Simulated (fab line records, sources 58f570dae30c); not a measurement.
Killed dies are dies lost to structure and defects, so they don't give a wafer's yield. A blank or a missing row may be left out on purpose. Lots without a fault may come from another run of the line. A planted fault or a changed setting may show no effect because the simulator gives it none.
A struck lot beside a sound one | flow berkeley_cmos170 | 17 steps out of a route of 331
Sound: wafers L142.2, L142.3, L142.5. Struck: wafers L140.2, L140.3, L140.4. The cause comes at the end.
At each step with rows: each side's tool, then ch and its chambers, then its first start. Under that, the readings that differ: sound wafers | struck wafers | difference of the means | sigmas: that difference in standard deviations of wafers without a fault.
alike: readings whose means differ by less than 2 such deviations, and words and numbers that are the same on both sides. not compared: withheld readings, readings that some wafer has no value for, bounds like >300 that may hide the same value, and numbers for which the record gives no deviation and whose values overlap.
The two part at a step that has a row with sigmas, a row that says differs or no value, or rows on one side only. Numbers that don't overlap but have no deviation are shown without sigmas and don't part them. A reading that every wafer of one side lacks parts them only if that side has two wafers or more.

first, 5 steps without rows for these wafers: UCB170_NLDD_COAT_01 (resist thk 900 nm); UCB170_NLDD_SOFTBAKE_02 (time 60 s); UCB170_NLDD_EXPOSE_03 (exposes mask NSELECT, target cd 1200 nm); UCB170_NLDD_PEB_04; UCB170_NLDD_DEVELOP_05 (develop time 45 s).
UCB170_NLDD_CD_MEAS_06: target cd 1200 nm.
  sound on cd_sem-02, day 11 11:56; struck on cd_sem-02, day 11 12:22
  alike: cd_nm
UCB170_NLDD_OVL_MEAS_07:
  sound on overlay-01, day 11 12:03; struck on overlay-02, day 11 12:28
  alike: NLDD_OVL
then, 2 steps without rows for these wafers: UCB170_NLDD_IMPLANT_08; UCB170_NLDD_IMPLANT_09.
UCB170_NLDD_STRIP_10: strips in O2.
  sound on plasma_asher-04 ch 0,1, day 11 12:23; struck on plasma_asher-04 ch 0,1, day 11 12:48
  alike: drypump_motor_current_A, oes_product_au, strip_time_to_endpoint_s
  not compared: rf_hours_counter_h
UCB170_NLDD_TW_MEAS_11:
  sound on film_metro-01, day 11 12:29; struck on film_metro-03, day 11 12:55
  alike: NLDD_TW
then, 1 step without rows for these wafers: UCB170_NLDD_CLEAN_12 (cleans in SPM, time 600 s).
UCB170_SPACER_CVD_00: deposits SiO2 from TEOS/O2, target thk 376 nm, time 47 s.
  sound on pecvd-02 ch 0,1,2, day 11 12:43; struck on pecvd-03 ch 1,2, day 11 13:12
  reading                                 | sound             | struck            | difference | sigmas
  model.SiO2_of_SPACER_CVD_00.thk_nm (nm) | 371.8 368.4 377.4 | 322.2 322.7 324.7 | -49.3      |
  alike: heater_power_w
UCB170_SPACER_THK_MEAS_01:
  sound on film_metro-02, day 11 12:46; struck on film_metro-02, day 11 13:29
  reading              | sound       | struck      | difference | sigmas
  SPACER_TEOS_THK (nm) | 372 368 377 | 322 323 325 | -49        | -9
  not compared: hold
UCB170_SPACER_ETCHBACK_03: etches SiO2 in CHF3/CF4/Ar, stops on Si, target depth 376 nm, time 100 s.
  sound on rie_diel-03 ch 0,1,2, day 11 21:31; struck on rie_diel-04 ch 0,1,3, day 11 21:35
  reading                  | sound             | struck            | difference | sigmas
  oes_product_au (a.u.)    | 0.922 0.904 0.907 | 0.817 0.816 0.806 | -0.098     | -7
  model.etch.depth_nm (nm) | 371.8 368.4 377.4 | 322.2 322.7 324.7 | -49.3      |
  alike: drypump_motor_current_A, throttle_valve_pct
  not compared: rf_hours_counter_h
then, 2 steps without rows for these wafers: UCB170_PSD_HMDS_00 (prime time 60 s); UCB170_M3_PROBE_99.

WHERE THEY PART
First at UCB170_SPACER_THK_MEAS_01; last, within this record, at UCB170_SPACER_ETCHBACK_03.

WHY: what the simulator had put in
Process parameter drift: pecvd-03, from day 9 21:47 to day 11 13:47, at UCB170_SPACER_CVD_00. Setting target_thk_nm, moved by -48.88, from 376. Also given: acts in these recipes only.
